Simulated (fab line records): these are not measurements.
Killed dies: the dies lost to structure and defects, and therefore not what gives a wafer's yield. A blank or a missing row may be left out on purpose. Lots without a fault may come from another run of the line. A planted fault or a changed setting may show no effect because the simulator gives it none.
Code-filled problem report in 8D (eight disciplines) form	flow berkeley-cmos170	the parts of the form that need people (team, actions taken, sign-off) are left out

== 1. THE ISSUE ==
Wafers without a fault read 699.9 nm, standard deviation 1.5; cd-nm at UCB170_CONTACT_CD_MEAS_90 reads a mean of 707.2 nm on 4 wafers belonging to 2 lots. Measured from the usual mean, that is +4.9 standard deviations.
The step: target cd 700 nm.
First observed at day 9 10:01: wafer L100.2, on cd-sem-01. Wafers with a number at this step in the record: 18, from 6 lots. Rule for "out", or "out of limits": more than 4 standard deviations from the usual mean. The other wafers with a number count as sound.

== 2. WHAT IT IS AND WHAT IT IS NOT ==
question	is	is not
which readings at this step	cd-nm	-
which lots	L100, L102	L113, L116, L994, L995
which wafers of those lots	L100.2, L100.5, L102.1, L102.6	L100.3, L102.5
read on which gauges	cd-sem-01, cd-sem-02	-
when	from day 9 10:01	up to then (7 sound wafers); but 7 sound wafers of L102, L113, L116 came after

== 3. SUSPECTS, AND WHAT RULES EACH OUT ==
Counting: if a tool at a process step up to the reading ran every lot that is out, it stays a suspect. Sound lots after the first of them don't rule it out here, since some wafers of a struck lot are sound.
- ruled out: the gauge at UCB170_CONTACT_CD_MEAS_90. Those wafers that are out were read across 2 gauges (cd-sem-01, cd-sem-02).
- rie-diel-02 at UCB170_CONTACT_ETCH_17 (etches BARC in N2/H2): kept. It processed each lot that is out (first: L100, day 9 09:41); up to then, its last sound lot is L994 (day 8 02:07).
- rie-diel-02 at UCB170_CONTACT_ETCH_18 (etches PSG in CHF3/CF4/Ar, stops on TiSi2, target depth 840 nm, time 195 s): kept. It processed each lot that is out (first: L100, day 9 09:00); up to then, its last sound lot is L994 (day 8 02:00). Its own readings are out on those wafers: oes-product-au, run-length-s.
- plasma-asher-02 at UCB170_CONTACT_STRIP_19 (strips in O2): kept. It processed each lot that is out (first: L100, day 9 09:50); up to then, its last sound lot is L994 (day 8 02:17).
- At UCB170_CONTACT_ETCH_17, inside rie-diel-02: chamber 0 took the wafers that are out, while their sound lot-mates went through chambers 1, 3.
- At UCB170_CONTACT_ETCH_18, inside rie-diel-02: chamber 0 took the wafers that are out, while their sound lot-mates went through chambers 1, 3.
Still standing after the count: rie-diel-02 at UCB170_CONTACT_ETCH_17, rie-diel-02 at UCB170_CONTACT_ETCH_18, plasma-asher-02 at UCB170_CONTACT_STRIP_19.

== 4. THE CAUSE (what the simulator had put in) ==
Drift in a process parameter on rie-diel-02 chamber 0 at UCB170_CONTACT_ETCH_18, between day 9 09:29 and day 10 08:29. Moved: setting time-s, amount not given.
Counting leaves 3 suspects; this tool is one of them.

== 5. THE EFFECT CHAIN, in route order ==
One row per reading whose mean, taken over the struck wafers that have a number, lies over 3 standard deviations from the usual. Readings are gone through only where the record gives a usual standard deviation; hours: the median, over the lots, of the time from a lot's start at the first step in this table giving one to that lot's start at this step; sigmas: the change measured in usual standard deviations.
hours	step	reading	usual	on struck wafers	change	sigmas
0	UCB170_CONTACT_ETCH_18	oes-product-au	0.890 a.u.	0.653	-0.237	-18
0	UCB170_CONTACT_ETCH_18	run-length-s	223.3 s	379.1	+155.8	+99 or more
1	UCB170_CONTACT_CD_MEAS_90	cd-nm	699.9 nm	707.2	+7.4	+4.9
It contains these process steps:
- UCB170_CONTACT_ETCH_18: etches PSG in CHF3/CF4/Ar, stops on TiSi2, target depth 840 nm, time 195 s.

== 6. WHAT WOULD HAVE CAUGHT IT SOONER ==
In this record the first reading out of limits at a measuring or inspecting step was taken at day 9 10:01, 1 hour after the fault began at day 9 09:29.
At UCB170_CONTACT_ETCH_18, the tool's own readings (oes-product-au, run-length-s) were out on each struck wafer the step has a row for, so an alarm limit on them would have fired on the first such wafer.
Of the lots that are out (2), L102 began UCB170_CONTACT_ETCH_18 on rie-diel-02 after day 9 10:01. A tool hold placed at that time would have kept it from harm.
